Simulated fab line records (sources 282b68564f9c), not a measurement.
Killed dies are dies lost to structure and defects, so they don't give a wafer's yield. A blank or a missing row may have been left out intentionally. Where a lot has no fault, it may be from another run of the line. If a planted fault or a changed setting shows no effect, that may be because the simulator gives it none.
Chamber matching || flow ritCmos || RIT_GATE_ETCH_19 on rieSi-02 has 4 sister chambers
The step etches poly-Si in SF6/CHF3/O2, stops on SiO2, time 165 s, target depth 312.5 nm. 16 wafers are shown with their chamber, then 8 later ones without.

## WAFERS PAIRED WITH THEIR CHAMBERS
{"wafer": "L641.4", "chamber": 1, "drypumpMotorCurrentA (A)": 6.6, "throttleValvePct (%)": 10.22, "oesProductAu (a.u.)": 0.870}
{"wafer": "L641.5", "chamber": 2, "drypumpMotorCurrentA (A)": 6.0, "throttleValvePct (%)": 10.23, "oesProductAu (a.u.)": 0.851}
{"wafer": "L641.6", "chamber": 3, "drypumpMotorCurrentA (A)": 6.0, "throttleValvePct (%)": 10.37, "oesProductAu (a.u.)": 0.861}
{"wafer": "L643.2", "chamber": 1, "drypumpMotorCurrentA (A)": 6.6, "throttleValvePct (%)": 10.21, "oesProductAu (a.u.)": 0.845}
{"wafer": "L643.3", "chamber": 2, "drypumpMotorCurrentA (A)": 6.0, "throttleValvePct (%)": 10.23, "oesProductAu (a.u.)": 0.831}
{"wafer": "L643.6", "chamber": 1, "drypumpMotorCurrentA (A)": 6.6, "throttleValvePct (%)": 10.21, "oesProductAu (a.u.)": 0.858}
{"wafer": "L645.3", "chamber": 2, "drypumpMotorCurrentA (A)": 6.0, "throttleValvePct (%)": 10.23, "oesProductAu (a.u.)": 0.843}
{"wafer": "L645.5", "chamber": 0, "drypumpMotorCurrentA (A)": 5.8, "throttleValvePct (%)": 10.38, "oesProductAu (a.u.)": 0.841}
{"wafer": "L645.6", "chamber": 3, "drypumpMotorCurrentA (A)": 6.0, "throttleValvePct (%)": 10.37, "oesProductAu (a.u.)": 0.837}
{"wafer": "L647.1", "chamber": 0, "drypumpMotorCurrentA (A)": 5.8, "throttleValvePct (%)": 10.35, "oesProductAu (a.u.)": 0.840}
{"wafer": "L647.4", "chamber": 1, "drypumpMotorCurrentA (A)": 6.7, "throttleValvePct (%)": 10.21, "oesProductAu (a.u.)": 0.868}
{"wafer": "L647.5", "chamber": 2, "drypumpMotorCurrentA (A)": 6.0, "throttleValvePct (%)": 10.24, "oesProductAu (a.u.)": 0.864}
{"wafer": "L651.2", "chamber": 3, "drypumpMotorCurrentA (A)": 6.0, "throttleValvePct (%)": 10.37, "oesProductAu (a.u.)": 0.834}
{"wafer": "L651.3", "chamber": 2, "drypumpMotorCurrentA (A)": 6.0, "throttleValvePct (%)": 10.25, "oesProductAu (a.u.)": 0.840}
{"wafer": "L651.6", "chamber": 2, "drypumpMotorCurrentA (A)": 6.0, "throttleValvePct (%)": 10.25, "oesProductAu (a.u.)": 0.841}
{"wafer": "L653.1", "chamber": 3, "drypumpMotorCurrentA (A)": 6.0, "throttleValvePct (%)": 10.38, "oesProductAu (a.u.)": 0.839}

SIGNATURES (averages over the wafers above)
{"reading": "drypumpMotorCurrentA", "chamber 0": 5.800, "chamber 1": 6.625, "chamber 2": 6.000, "chamber 3": 6.000, "scatter within a chamber": 0.025}
{"reading": "throttleValvePct", "chamber 0": 10.3650, "chamber 1": 10.2125, "chamber 2": 10.2383, "chamber 3": 10.3725, "scatter within a chamber": 0.0095}
{"reading": "oesProductAu", "chamber 0": 0.84050, "chamber 1": 0.86025, "chamber 2": 0.84500, "chamber 3": 0.84275, "scatter within a chamber": 0.0111}
Rule: a wafer lies at a distance from a chamber equal to the root of the sum of squares, over the readings, of (its reading less the chamber's mean, divided by the reading's scatter). If the next closest chamber is less than 2 further off than the closest, the wafer can't be placed; otherwise it belongs to the closest. The scatter is the square root of a quotient: the sum, over the shown wafers, of each reading's squared deviation from its chamber's mean, divided by wafers minus chambers.

## WAFERS MISSING THEIR CHAMBER
{"wafer": "L653.5", "drypumpMotorCurrentA (A)": 6.6, "throttleValvePct (%)": 10.23, "oesProductAu (a.u.)": 0.863}
{"wafer": "L653.6", "drypumpMotorCurrentA (A)": 5.7, "throttleValvePct (%)": 10.37, "oesProductAu (a.u.)": 0.837}
{"wafer": "L659.2", "drypumpMotorCurrentA (A)": 6.0, "throttleValvePct (%)": 10.38, "oesProductAu (a.u.)": 0.836}
{"wafer": "L659.4", "drypumpMotorCurrentA (A)": 6.0, "throttleValvePct (%)": 10.25, "oesProductAu (a.u.)": 0.832}
{"wafer": "L659.5", "drypumpMotorCurrentA (A)": 6.0, "throttleValvePct (%)": 10.24, "oesProductAu (a.u.)": 0.841}
{"wafer": "L661.1", "drypumpMotorCurrentA (A)": 5.7, "throttleValvePct (%)": 10.38, "oesProductAu (a.u.)": 0.836}
{"wafer": "L661.4", "drypumpMotorCurrentA (A)": 6.0, "throttleValvePct (%)": 10.24, "oesProductAu (a.u.)": 0.845}
{"wafer": "L661.5", "drypumpMotorCurrentA (A)": 6.6, "throttleValvePct (%)": 10.21, "oesProductAu (a.u.)": 0.867}

## THE CHAMBER EACH PASSED THROUGH
{"wafer": "L653.5", "from the rows above": 1, "in truth": 1}
{"wafer": "L653.6", "from the rows above": 0, "in truth": 0}
{"wafer": "L659.2", "from the rows above": 3, "in truth": 3}
{"wafer": "L659.4", "from the rows above": 2, "in truth": 2}
{"wafer": "L659.5", "from the rows above": 2, "in truth": 2}
{"wafer": "L661.1", "from the rows above": 0, "in truth": 0}
{"wafer": "L661.4", "from the rows above": 2, "in truth": 2}
{"wafer": "L661.5", "from the rows above": 1, "in truth": 1}
Correctly placed: 8 of 8. From these rows, 0 cannot be placed. Number placed wrongly: 0.
